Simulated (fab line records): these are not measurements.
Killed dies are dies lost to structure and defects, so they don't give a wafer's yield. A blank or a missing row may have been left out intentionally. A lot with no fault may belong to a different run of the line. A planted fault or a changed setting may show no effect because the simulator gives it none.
fab line records + flow rit-cmos
record
- lots=13
- wafers=39
- last-day=7
route steps=202 shown PRETRO@67
lots with no fault: from the same line, run without faults
start-h: hours from the record's opening day to when the first of the lot's shown wafers began + wait-h: hours elapsed since this lot's preceding step + " as in the row above + L1.1+2: several wafers, shown together as one row + - no value, or no start was given + * or withheld: withheld + < > ~ a bound
route shown NAME@n: NAME is a module with steps in the file, n the number in the route of the first one + usual: mean/standard deviation of fault-free wafers + same: alike in all rows + chamber/n: place in a boat + sites: per-site readings + _std_site: their standard deviation + _edge_site: the outer-site mean with the inner-site mean subtracted + radius-mm: for every site, how far away it sits from the centre of the wafer + mask NAME#n: copy n + behind: tool/chamber where the wafer was last shaped + hold: cause of the lot's hold/its duration in hours/its outcome + device: transistor that didn't switch, given as n, p or np + end of line: at the end of the route, the tests of the same wafers + a step given without rows: its recipe and nothing more + killed: not the wafer's yield, but the dies lost to structure and defects at the first sort + map: a wafer's dies, x killed, . not, _ none there
set.NAME: the setting the step ran with; set.NAME@STEP: the setting that earlier step ran with + model.NAME: the simulator's own value behind a step, which no gauge read
route steps across a sampled set of lots; one table per step, one row per wafer
services: the hour from which a tool's chamber was out of use, counted from the record's first day as start-h (under 0 if before that day), plus the number of hours and why
## steps
# step RIT_PRETRO_EXPOSE_03
# recipe
- mask-id=M5
- na=0.57
- target-cd-nm=43700
- dose-mj=250
# usual
- reticle-temp-C=22.99/0.12
| lot.wafer | tool             | chamber | start-h | wait-h | mask | reticle-temp-C |
|-----------|------------------|---------|---------|--------|------|----------------|
| L947.1    | iline-stepper-02 | 0       | 35.28   | 0.2    | M5#0 | 22.95          |
| L947.2    | "                | 0       | "       | "      | M5#0 | 22.94          |
| L947.5    | "                | 0       | "       | "      | M5#0 | 22.96          |
| L948.1    | iline-stepper-02 | 0       | 40.39   | 0.1    | M5#0 | 23.14          |
| L948.2    | "                | 0       | "       | "      | M5#0 | 23.02          |
| L948.5    | "                | 0       | "       | "      | M5#0 | 23.11          |
| L949.1    | iline-stepper-02 | 0       | 46.03   | 0.1    | M5#0 | 22.90          |
| L949.3    | "                | 0       | "       | "      | M5#0 | 22.83          |
| L949.4    | "                | 0       | "       | "      | M5#0 | 22.77          |
| L950.2    | iline-stepper-01 | 0       | 50.99   | 0.2    | M5#0 | 23.01          |
| L950.4    | "                | 0       | "       | "      | M5#0 | 23.11          |
| L950.5    | "                | 0       | "       | "      | M5#0 | 23.06          |
| L952.1    | iline-stepper-02 | 0       | 61.24   | 0.1    | M5#0 | 22.80          |
| L952.3    | "                | 0       | "       | "      | M5#0 | 22.79          |
| L952.4    | "                | 0       | "       | "      | M5#0 | 23.05          |
| L953.1    | iline-stepper-01 | 0       | 65.21   | 0.2    | M5#0 | 23.13          |
| L953.2    | "                | 0       | "       | "      | M5#0 | 23.06          |
| L953.5    | "                | 0       | "       | "      | M5#0 | 23.06          |
| L955.1    | iline-stepper-01 | 0       | 76.05   | 0.2    | M5#0 | 22.93          |
| L955.4    | "                | 0       | "       | "      | M5#0 | 22.95          |
| L955.6    | "                | 0       | "       | "      | M5#0 | 22.94          |
| L956.1    | iline-stepper-01 | 0       | 80.69   | 0.1    | M4#0 | 23.17          |
| L956.3    | "                | 0       | "       | "      | M4#0 | 23.11          |
| L956.6    | "                | 0       | "       | "      | M4#0 | 22.97          |
| L962.1    | iline-stepper-02 | 0       | 112.17  | 0.2    | M5#0 | 23.11          |
| L962.3    | "                | 0       | "       | "      | M5#0 | 23.17          |
| L962.6    | "                | 0       | "       | "      | M5#0 | 23.10          |
| L963.1    | iline-stepper-01 | 0       | 116.52  | 0.2    | M5#0 | 23.13          |
| L963.2    | "                | 0       | "       | "      | M5#0 | 22.91          |
| L963.6    | "                | 0       | "       | "      | M5#0 | 23.03          |
| L966.4    | iline-stepper-02 | 0       | 131.19  | 0.4    | M5#0 | 23.03          |
| L966.5    | "                | 0       | "       | "      | M5#0 | 23.04          |
| L966.6    | "                | 0       | "       | "      | M5#0 | 22.92          |
| L968.2    | iline-stepper-01 | 0       | 141.28  | 0.2    | M5#0 | 23.08          |
| L968.5    | "                | 0       | "       | "      | M5#0 | 23.05          |
| L968.6    | "                | 0       | "       | "      | M5#0 | 23.08          |
| L969.1    | iline-stepper-01 | 0       | 145.52  | 0.1    | M5#0 | 22.89          |
| L969.2    | "                | 0       | "       | "      | M5#0 | 22.83          |
| L969.3    | "                | 0       | "       | "      | M5#0 | 23.03          |
# step RIT_PRETRO_OVL_MEAS_06
# usual
- PRETRO_OVL=-0.2/1.3
| lot.wafer | tool       | chamber | start-h | wait-h | PRETRO_OVL[nm] |
|-----------|------------|---------|---------|--------|----------------|
| L947.1    | overlay-01 | -       | 35.71   | -      | -1.0           |
| L947.2    | "          | -       | "       | "      | -1.4           |
| L947.5    | "          | -       | "       | "      | 0.6            |
| L948.1    | overlay-02 | -       | 40.82   | -      | 0.4            |
| L948.2    | "          | -       | "       | "      | 0.6            |
| L948.5    | "          | -       | "       | "      | 1.4            |
| L949.1    | overlay-01 | -       | 46.46   | -      | 1.1            |
| L949.3    | "          | -       | "       | "      | -0.5           |
| L949.4    | "          | -       | "       | "      | 1.8            |
| L950.2    | overlay-01 | -       | 51.41   | -      | 0.7            |
| L950.4    | "          | -       | "       | "      | 0.1            |
| L950.5    | "          | -       | "       | "      | 0.6            |
| L952.1    | overlay-02 | -       | 61.67   | -      | 0.2            |
| L952.3    | "          | -       | "       | "      | 1.7            |
| L952.4    | "          | -       | "       | "      | 0.7            |
| L953.1    | overlay-01 | -       | 65.64   | -      | -0.9           |
| L953.2    | "          | -       | "       | "      | -0.9           |
| L953.5    | "          | -       | "       | "      | -0.7           |
| L955.1    | overlay-01 | -       | 76.62   | -      | -1.3           |
| L955.4    | "          | -       | "       | "      | -0.3           |
| L955.6    | "          | -       | "       | "      | -0.1           |
| L956.1    | overlay-01 | -       | 81.12   | -      | -              |
| L956.3    | "          | -       | "       | "      | -              |
| L956.6    | "          | -       | "       | "      | -              |
| L962.1    | overlay-02 | -       | 112.60  | -      | -1.4           |
| L962.3    | "          | -       | "       | "      | -0.3           |
| L962.6    | "          | -       | "       | "      | 0.4            |
| L963.1    | overlay-01 | -       | 116.95  | -      | 0.3            |
| L963.2    | "          | -       | "       | "      | -0.8           |
| L963.6    | "          | -       | "       | "      | -0.4           |
| L966.4    | overlay-01 | -       | 131.57  | -      | 1.6            |
| L966.5    | "          | -       | "       | "      | 1.0            |
| L966.6    | "          | -       | "       | "      | -0.2           |
| L968.2    | overlay-02 | -       | 141.70  | -      | 2.1            |
| L968.5    | "          | -       | "       | "      | 0.2            |
| L968.6    | "          | -       | "       | "      | 1.4            |
| L969.1    | overlay-01 | -       | 145.95  | -      | -0.5           |
| L969.2    | "          | -       | "       | "      | 1.0            |
| L969.3    | "          | -       | "       | "      | 0.0            |
# step RIT_PRETRO_TW_MEAS_10
# usual
- PRETRO_TW=478/7.7
| lot.wafer | tool          | chamber | start-h | wait-h | PRETRO_TW |
|-----------|---------------|---------|---------|--------|-----------|
| L947.1    | film-metro-01 | -       | 36.33   | 0.1    | 469       |
| L947.2    | "             | -       | "       | "      | 468       |
| L947.5    | "             | -       | "       | "      | 471       |
| L948.1    | film-metro-02 | -       | 41.43   | 0.1    | 488       |
| L948.2    | "             | -       | "       | "      | 486       |
| L948.5    | "             | -       | "       | "      | 491       |
| L949.1    | film-metro-04 | -       | 47.07   | 0.1    | 480       |
| L949.3    | "             | -       | "       | "      | 476       |
| L949.4    | "             | -       | "       | "      | 478       |
| L950.2    | film-metro-01 | -       | 52.02   | 0.1    | 471       |
| L950.4    | "             | -       | "       | "      | 469       |
| L950.5    | "             | -       | "       | "      | 469       |
| L952.1    | film-metro-01 | -       | 62.28   | 0.1    | 472       |
| L952.3    | "             | -       | "       | "      | 472       |
| L952.4    | "             | -       | "       | "      | 470       |
| L953.1    | film-metro-02 | -       | 66.25   | 0.1    | 485       |
| L953.2    | "             | -       | "       | "      | 490       |
| L953.5    | "             | -       | "       | "      | 487       |
| L955.1    | film-metro-01 | -       | 77.23   | 0.1    | 470       |
| L955.4    | "             | -       | "       | "      | 469       |
| L955.6    | "             | -       | "       | "      | 468       |
| L956.1    | film-metro-02 | -       | 81.73   | 0.1    | 31        |
| L956.3    | "             | -       | "       | "      | 31        |
| L956.6    | "             | -       | "       | "      | 31        |
| L962.1    | film-metro-02 | -       | 113.21  | 0.1    | 483       |
| L962.3    | "             | -       | "       | "      | 483       |
| L962.6    | "             | -       | "       | "      | 487       |
| L963.1    | film-metro-01 | -       | 117.56  | 0.1    | 470       |
| L963.2    | "             | -       | "       | "      | 473       |
| L963.6    | "             | -       | "       | "      | 470       |
| L966.4    | film-metro-01 | -       | 132.20  | 0.1    | 469       |
| L966.5    | "             | -       | "       | "      | 469       |
| L966.6    | "             | -       | "       | "      | 470       |
| L968.2    | film-metro-01 | -       | 142.31  | 0.1    | 468       |
| L968.5    | "             | -       | "       | "      | 471       |
| L968.6    | "             | -       | "       | "      | 471       |
| L969.1    | film-metro-02 | -       | 146.57  | 0.1    | 486       |
| L969.2    | "             | -       | "       | "      | 485       |
| L969.3    | "             | -       | "       | "      | 483       |
## services
| tool             | chamber | start-h | hours | kind |
|------------------|---------|---------|-------|------|
| iline-stepper-01 | -       | 130.32  | 1.7   | pm   |
| iline-stepper-02 | -       | 139.24  | 1.7   | pm   |
## key
first-sign
- step=RIT_PRETRO_EXPOSE_03
- reading=mask
- direction=changed
effect
- step=RIT_PRETRO_OVL_MEAS_06
- reading=PRETRO_OVL
- direction=missing
effect
- step=RIT_PRETRO_TW_MEAS_10
- reading=PRETRO_TW
- direction=down
- sigmas=58
- usual=478
- struck=31
met-at RIT_PRETRO_EXPOSE_03
struck-lots L956
sort-left-out L956.1,L956.3,L956.6
tester-left-out L956
onset-between 76.05 80.69
fault
- kind=wrong-mask
- tool=any
- chamber=-
- onset-h=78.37
- steps=RIT_PRETRO_EXPOSE_03
- aux-copy=M4#0
- scope=struck-lots-only
# tester-left-out: of these lots the tester's yield and bins aren't shown, on N5 and GAA mostly nor the transistor test; their killed dies are dies lost to structure and defects alone, not to doping, threshold or leakage, so they don't give the yield
# sort-left-out: the simulated sort isn't trusted on such a fault, so these wafers' sort isn't shown, and their yield isn't known
